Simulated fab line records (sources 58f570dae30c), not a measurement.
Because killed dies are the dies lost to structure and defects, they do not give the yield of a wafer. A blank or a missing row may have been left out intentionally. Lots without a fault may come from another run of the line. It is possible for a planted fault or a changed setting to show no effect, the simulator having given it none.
One fault seen from 2 desks :: flow berkeley-cmos170 :: each desk holds nothing but its own numbers, with what lay behind them at the end

AT THE TOOL OWNER'S DESK: implanter-01
The tool's own readings at UCB170_NSD_IMPLANT_08: means of the sampled wafers that have a number, for each lot that ran on this tool. Marked OUT: a lot whose mean sits more than 4 standard deviations from the usual mean, which makes it out of limits; the brackets give that distance.
Columns: A = beam-on-s at UCB170_NSD_IMPLANT_08, usual 9.99 s; B = dose-ions-cm2 at UCB170_NSD_IMPLANT_08, usual 3e+15; C = faraday-current-uA at UCB170_NSD_IMPLANT_08, usual 9266
lot: L965
first seen here: day 7 18:28
A: 10.20
B: 3e+15
C: 9081

lot: L966
first seen here: day 8 10:32
A: 10.04
B: 3e+15
C: 9217

lot: L968
first seen here: day 8 19:15
A: 10.07
B: 3e+15
C: 9188

lot: L971
first seen here: day 9 19:19
A: 10.01
B: 3e+15
C: 9296

lot: L976
first seen here: day 10 15:06
A: 15.18 (+27) OUT
B: 6e+15 (+99 or more) OUT
C: 11703 (+14) OUT

lot: L977
first seen here: day 10 15:21
A: 15.18 (+27) OUT
B: 6e+15 (+99 or more) OUT
C: 11701 (+14) OUT
This desk's finding: out of limits on L976, L977; first on L976, day 10 15:06 (beam-on-s at UCB170_NSD_IMPLANT_08). L965, L966, L968, L971: within limits.

METROLOGY DESK
What the gauges read, lot by lot, whatever tool the lot ran on: means of the sampled wafers that have a number. Marked OUT: a lot whose mean sits more than 4 standard deviations from the usual mean, which makes it out of limits; the brackets give that distance.
Columns: A = NSD_TW at UCB170_NSD_TW_MEAS_10, usual 4183; B = PSD_RS at UCB170_SDANNEAL_RS_MEAS_02, usual 75.52 ohm/sq; C = NSD_RS at UCB170_SDANNEAL_RS_MEAS_03, usual 37.25 ohm/sq; D = PLDD_RS at UCB170_SDANNEAL_RS_MEAS_04, usual 1031.0 ohm/sq
lot: L965
first seen here: day 7 18:41
A: 4232
B: 75.26
C: 37.19
D: 1029.2

lot: L967
first seen here: day 8 10:24
A: 4167
B: 75.39
C: 37.14
D: 1031.3

lot: L966
first seen here: day 8 10:47
A: 4133
B: 75.45
C: 37.25
D: 1034.4

lot: L968
first seen here: day 8 19:30
A: 4123
B: 75.67
C: 37.31
D: 1034.1

lot: L971
first seen here: day 9 19:32
A: 4111
B: 75.71
C: 37.21
D: 1031.6

lot: L972
first seen here: day 9 19:46
A: 4210
B: 75.44
C: 37.34
D: 1029.8

lot: L978
first seen here: day 10 15:04
A: 4232
B: 75.37
C: 37.29
D: 1030.4

lot: L975
first seen here: day 10 15:14
A: 4114
B: 75.92
C: 37.15
D: 1032.7

lot: L976
first seen here: day 10 15:20
A: 4452 (+5.0) OUT
B: 75.38
C: 30.37 (-87) OUT
D: 1028.0

lot: L973
first seen here: day 10 15:21
A: 4112
B: 75.55
C: 37.22
D: 1034.7

lot: L977
first seen here: day 10 15:36
A: 4337
B: 75.59
C: 30.40 (-87) OUT
D: 1029.3

lot: L984
first seen here: day 11 22:21
A: 4247
B: 75.26
C: 37.26
D: 1032.4

lot: L988
first seen here: day 12 15:20
A: 4134
B: 75.76
C: 37.31
D: 1030.5

lot: L987
first seen here: day 12 15:44
A: 4257
B: 75.56
C: 37.25
D: 1029.9
This desk's result: L976, L977 out of limits, first on L976 (NSD_TW at UCB170_NSD_TW_MEAS_10), day 10 15:20. L965, L967, L966, L968, L971, L972, L978, L975, L973, L984, L988, L987: within limits.

ALL TOGETHER
An alarm could have come from the tool owner's desk at day 10 15:06, on L976, L977.
An alarm was possible from the metrology desk at day 10 15:20, on L976, L977.
All the named lots went through UCB170_NSD_IMPLANT_08 on implanter-01.

WHAT HAD BEEN PUT IN BY THE SIMULATOR
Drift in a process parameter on implanter-01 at UCB170_NSD_IMPLANT_08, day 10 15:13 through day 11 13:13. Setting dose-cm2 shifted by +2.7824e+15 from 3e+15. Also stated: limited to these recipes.
Shown lots that were struck: L976, L977.
